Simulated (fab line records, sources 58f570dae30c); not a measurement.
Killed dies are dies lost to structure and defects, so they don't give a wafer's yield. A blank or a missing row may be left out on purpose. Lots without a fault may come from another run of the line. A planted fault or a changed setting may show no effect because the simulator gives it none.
One fault seen from 2 desks | flow berkeley_cmos170 | each desk has only its own numbers; what lay behind them comes last

THE METROLOGY DESK
What the gauges read, lot by lot, whatever tool the lot ran on: means of the sampled wafers that have a number. A lot is out of limits, marked OUT, if its mean lies more than 4 standard deviations from the usual mean; the brackets give that distance.
Columns: A = PWELL_OVL at UCB170_PWELL_OVL_MEAS_13, usual 1 nm; B = cd_nm at UCB170_NLDD_CD_MEAS_06, usual 1199.8 nm; C = NLDD_TW at UCB170_NLDD_TW_MEAS_11, usual 2222; D = NLDD_RS at UCB170_SDANNEAL_RS_MEAS_05, usual 616.8 ohm/sq
lot  | first seen here | A  | B      | C               | D
L728 | day 3 04:21     | 3  | 1198.2 | 2204            | 615.8
L729 | day 3 13:39     | -2 | 1201.3 | 2248            | 617.6
L731 | day 4 04:02     | 3  | 1201.2 | 2216            | 616.4
L732 | day 4 04:37     | -5 | 1197.2 | 2216            | 617.7
L734 | day 4 09:03     | 0  | 1198.7 | 2209            | 617.9
L736 | day 4 18:46     | 2  | 1199.7 | 2221            | 617.9
L737 | day 4 18:50     | -1 | 1198.4 | 2240            | 618.8
L738 | day 5 03:44     | -5 | 1201.4 | 2237            | 617.3
L740 | day 5 14:52     | 7  | 1199.9 | 2211            | 617.2
L746 | day 7 04:28     | -2 | 1202.0 | 2306 (+5.3) OUT | 584.1 (-25) OUT
L747 | day 7 04:52     | 2  | 1198.5 | 2283            | 585.5 (-24) OUT
L748 | day 7 11:52     | 2  | 1199.6 | 2229            | 614.7
L749 | day 7 23:52     | -4 | 1200.0 | 2194            | 617.4
L751 | day 8 05:43     | 3  | 1201.7 | 2211            | 618.3
This desk's finding: out of limits on L746, L747; first on L746, day 11 08:10 (NLDD_TW at UCB170_NLDD_TW_MEAS_11). In limits: L728, L729, L731, L732, L734, L736, L737, L738, L740, L748, L749, L751.

THE TOOL OWNER'S DESK: implanter-04
The tool's own readings at UCB170_NLDD_IMPLANT_08: means of the sampled wafers that have a number, for each lot that ran on this tool. A lot is out of limits, marked OUT, if its mean lies more than 4 standard deviations from the usual mean; the brackets give that distance.
Columns: A = beam_energy_keV at UCB170_NLDD_IMPLANT_08, usual 29.998
lot  | first seen here | A
L731 | day 8 02:31     | 29.999
L738 | day 9 02:25     | 29.997
L746 | day 11 07:47    | 36.605 (+99 or more) OUT
L747 | day 11 08:19    | 36.594 (+99 or more) OUT
This desk's finding: out of limits on L746, L747; first on L746, day 11 07:47 (beam_energy_keV at UCB170_NLDD_IMPLANT_08). In limits: L731, L738.

PUT TOGETHER
The tool owner's desk could have raised an alarm at day 11 07:47, on L746, L747.
The metrology desk could have raised an alarm at day 11 08:10, on L746, L747.
Of the lots named, all ran UCB170_NLDD_IMPLANT_08 on implanter-04.

WHAT THE SIMULATOR HAD PUT IN
Process parameter drift: implanter-04, from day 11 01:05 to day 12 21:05, at UCB170_NLDD_IMPLANT_08. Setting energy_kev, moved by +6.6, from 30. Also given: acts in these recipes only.
Lots struck among those shown: L746, L747.
Hours from the fault's start to each desk's first reading out of limits: the tool owner's desk, 7; the metrology desk, 7.
